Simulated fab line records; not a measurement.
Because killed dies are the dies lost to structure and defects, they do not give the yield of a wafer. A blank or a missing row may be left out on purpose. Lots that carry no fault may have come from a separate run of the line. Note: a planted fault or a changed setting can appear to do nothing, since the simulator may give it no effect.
What tool caused it?	flow rit cmos	at 1 step of a route of 202, 7 lots with 21 wafers sampled

## WHAT THE GAUGES READ, wafer by wafer
RIT_GATE_THK_MEAS_09.
lot	measured	on	GATE_POLY_THK (nm)
L840	day 2 22:53	film metro-02	247.5 246.9 248.7
L842	day 3 06:15	film metro-01	249.1 245.8 248.8
L844	day 3 17:50	film metro-01	249.1 248.0 248.3
L849	day 4 15:13	film metro-01	247.7 249.1 245.8
L853	day 5 09:09	film metro-01	248.8 248.5 249.0
L856	day 6 05:27	film metro-02	247.9 246.5 246.2
L859	day 6 19:55	film metro-02	249.7 249.6 250.0

## EACH LOT AND THE TOOL THAT RAN IT (in order: tool; ch and the chambers of the sampled wafers; start)
There is no process step in the record ahead of these readings.

## THE ANSWER, worked out from the rows above alone
Rule: the usual values come from the lots themselves. The widest of any qualifying gaps counts: lots, ordered by their means at a reading, are off when they make up no more than a third of the lots, leave a main group of 4 or more, and stand apart from it by 3 or more times the standard deviation of that group's means. A main group whose means are all the same, to the digits that the tables above print for the reading, isn't used. A lot without any number at a reading at which 4 lots or more have one is off too. Any other lot the step has rows for is counted as sound.
Across all readings shown, no lot is off: no conclusion can be drawn from this.

## WHAT THE SIMULATOR HAD INSERTED
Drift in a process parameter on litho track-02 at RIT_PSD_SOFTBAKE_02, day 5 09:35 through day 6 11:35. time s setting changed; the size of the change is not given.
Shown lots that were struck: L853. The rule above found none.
